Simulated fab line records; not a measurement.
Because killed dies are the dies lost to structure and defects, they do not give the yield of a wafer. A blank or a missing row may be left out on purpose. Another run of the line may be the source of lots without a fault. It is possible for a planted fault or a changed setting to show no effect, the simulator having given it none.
Split-lot experiment    flow rit cmos    23 wafers read across 5 lots, on a route 202 steps long

ON THE SPLIT
At RIT_M1_COAT_04 (resist thk 1300 nm), the setting spin rpm was moved away from the recipe's 2000 rpm on 8 of the 23 wafers read, by +5.3% to +7.1%. For the rest of the wafers, this setting stayed at what the recipe calls for.

FROM THE SPLIT TO THE READING: what the file shows between them, 3 steps
- RIT_M1_SOFTBAKE_05: time 60 s
- RIT_M1_EXPOSE_06: exposes mask M12, target cd 2600 nm
- RIT_M1_HARDBAKE_11: time 120 s

THE READING
NOVOLAK_of_M1_COAT_04.thk nm (the simulator's own value, which no gauge read), in nm, at RIT_M1_METAL_ETCH_12 (etches Al in Cl2/BCl3, stops on SiO2, time 165 s, target depth 600 nm). No usual value for it is given in the file. Average 807.0 nm, standard deviation 5.7 nm, over the 15 wafers here run with the recipe.

wafer   tool, chamber at the split  spin rpm as run, rpm  against the recipe  NOVOLAK_of_M1_COAT_04.thk nm, nm  against lot-mates on the recipe
L074.2  litho track-02, 0           2126                  +6.3%               772.4                             -34.0
L074.3  litho track-02, 0           2000                  recipe              808.6                             -
L074.4  litho track-02, 0           2000                  recipe              802.3                             -
L074.5  litho track-02, 0           2000                  recipe              808.3                             -
L074.6  litho track-02, 0           2126                  +6.3%               767.1                             -39.3
L078.4  litho track-03, 0           2000                  recipe              797.9                             -
L078.5  litho track-03, 0           2000                  recipe              804.9                             -
L078.6  litho track-03, 0           2000                  recipe              815.6                             -
L079.1  litho track-03, 0           2143                  +7.1%               753.9                             -59.9
L079.2  litho track-03, 0           2000                  recipe              814.6                             -
L079.3  litho track-03, 0           2000                  recipe              813                               -
L079.4  litho track-03, 0           2143                  +7.1%               753.2                             -60.6
L079.6  litho track-03, 0           2143                  +7.1%               779.7                             -34.1
L080.1  litho track-01, 0           2106                  +5.3%               789.9                             -17.4
L080.2  litho track-01, 0           2000                  recipe              801.8                             -
L080.3  litho track-01, 0           2106                  +5.3%               785.3                             -22.0
L080.4  litho track-01, 0           2106                  +5.3%               776                               -31.2
L080.5  litho track-01, 0           2000                  recipe              812.7                             -
L083.1  litho track-02, 0           2000                  recipe              809.1                             -
L083.2  litho track-02, 0           2000                  recipe              803.2                             -
L083.3  litho track-02, 0           2000                  recipe              796.2                             -
L083.4  litho track-02, 0           2000                  recipe              809.9                             -
L083.5  litho track-02, 0           2000                  recipe              807.2                             -

THE FIT
A straight line over all 23 wafers: NOVOLAK_of_M1_COAT_04.thk nm changes by -5.73 nm for each +1% of spin rpm; r = -0.92; the points scatter about the line by 7.7 nm.
The same after taking each lot's own level away (the mean of its wafers on the recipe; 23 wafers): -6.2 nm for each +1%; r = -0.92; scatter 8.1 nm.
That fit puts the effect of the largest move of spin rpm on the reading at 44 nm.
The span of the lots' own levels, 805.12 to 813.80 nm, comes to 1.5 times the standard deviation stated above.
The two slopes are in agreement: the lot-to-lot level therefore moves the slope only a little.
Check: -40.7 nm against its lot-mates is what the line predicts for one of the wafers moved furthest among these (+7.1%) when that wafer is left out of the fit. It came out at -59.9 nm against them.

THE OTHER SPLITS THESE WAFERS WENT THROUGH
Other splits were also applied to these wafers ahead of the reading. Each is held against what the fit with the lots' levels taken away leaves over:
other split on the same wafers  wafers away from the commonest value  r with NOVOLAK_of_M1_COAT_04.thk nm (lot level and that fit taken away)
RIT_SDANNEAL_CLEAN_00 temp c    15                                    +0.00
RIT_CONTACT_CVD_00 time s       12                                    +0.24
RIT_CONTACT_ETCH_11 time s      11                                    -0.07

THE WHOLE CHAIN: every reading that the file lists as answering this split, in the file's order
step                  what it does                                                           reading                                                                        change (the file's fit)               r (the file's)
RIT_M1_COAT_04        resist thk 1300 nm                                                     NOVOLAK_of_M1_COAT_04.thk nm (the simulator's own value, which no gauge read)  -5.98 nm for each +1% of the setting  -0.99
RIT_M1_HARDBAKE_11    time 120 s                                                             NOVOLAK_of_M1_COAT_04.thk nm (the simulator's own value, which no gauge read)  -5.15 nm for each +1% of the setting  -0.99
RIT_M1_METAL_ETCH_12  etches Al in Cl2/BCl3, stops on SiO2, time 165 s, target depth 600 nm  NOVOLAK_of_M1_COAT_04.thk nm (the simulator's own value, which no gauge read)  -6.09 nm for each +1% of the setting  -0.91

FILE'S OWN FIT
NOVOLAK_of_M1_COAT_04.thk nm changes by -6.09 nm for each +1% of spin rpm, r = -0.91.
